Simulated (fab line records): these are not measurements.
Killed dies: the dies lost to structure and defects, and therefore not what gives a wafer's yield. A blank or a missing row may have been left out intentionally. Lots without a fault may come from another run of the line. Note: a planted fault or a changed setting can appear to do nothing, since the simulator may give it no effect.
Which tool was responsible? -- flow rit-cmos -- 21 wafers from 7 lots sampled at 2 of the route's 202 steps

## WHAT EACH GAUGE READ, for each wafer
RIT_SDANNEAL_RS_MEAS_06: uses a four-point probe to measure.
lot,measured,on,PLDD_RS (ohm/sq)
L286,day 3 12:10,film-metro-03,178.7 179.0 178.9
L289,day 4 02:34,film-metro-02,179.4 179.0 178.9
L291,day 4 11:21,film-metro-03,178.9 179.4 179.4
L293,day 5 00:32,film-metro-03,179.2 179.3 179.0
L295,day 5 10:37,film-metro-03,178.4 178.1 178.1
L300,day 6 06:26,film-metro-03,192.4 191.8 191.5
L306,day 7 13:03,film-metro-04,191.1 191.1 190.9

## WHAT TOOL EACH LOT RAN ON (gives the tool, then ch and the chambers of the sampled wafers, and finally the start)
lot,RIT_PLDD_IMPLANT_08
L286,"implanter-04 ch 0, day 3 05:26"
L289,"implanter-04 ch 0, day 3 17:47"
L291,"implanter-04 ch 0, day 4 03:15"
L293,"implanter-01 ch 0, day 4 17:43"
L295,"implanter-02 ch 0, day 5 03:58"
L300,"implanter-02 ch 0, day 5 23:49"
L306,"implanter-02 ch 0, day 7 06:07"
- RIT_PLDD_IMPLANT_08

## THE ANSWER, worked out from the rows above alone
Rule: what is usual is taken from the lots themselves. The widest of any qualifying gaps counts: lots, ordered by their means at a reading, are off when they make up no more than a third of the lots, leave a main group of 4 or more, and stand apart from it by 3 or more times the standard deviation of that group's means. If all means in a main group match to the digits the tables above print for the reading, that group is not used. A lot without any number at a reading at which 4 lots or more have one is off too. All remaining lots with rows at the step are treated as sound.
Off: L300, L306, seen at RIT_SDANNEAL_RS_MEAS_06 (PLDD_RS). Main group: mean 178.9 ohm/sq, sd 0.38.
A tool fits if, at a process step before that reading, it ran every lot that is off, and no sound lot after the first of them. The gauges at RIT_SDANNEAL_RS_MEAS_06 are tried like those tools. One fits: implanter-02 at RIT_PLDD_IMPLANT_08. A fault onset in the window from L295 (day 5 03:58, its last sound lot) to L300 (day 5 23:49, its first lot off) fits.

## WHAT WAS PUT IN BY THE SIMULATOR
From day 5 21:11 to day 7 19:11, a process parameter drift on implanter-02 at RIT_PLDD_IMPLANT_08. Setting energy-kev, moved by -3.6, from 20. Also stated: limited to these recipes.
Shown lots that were struck: L300, L306. The same result came from the rule above.
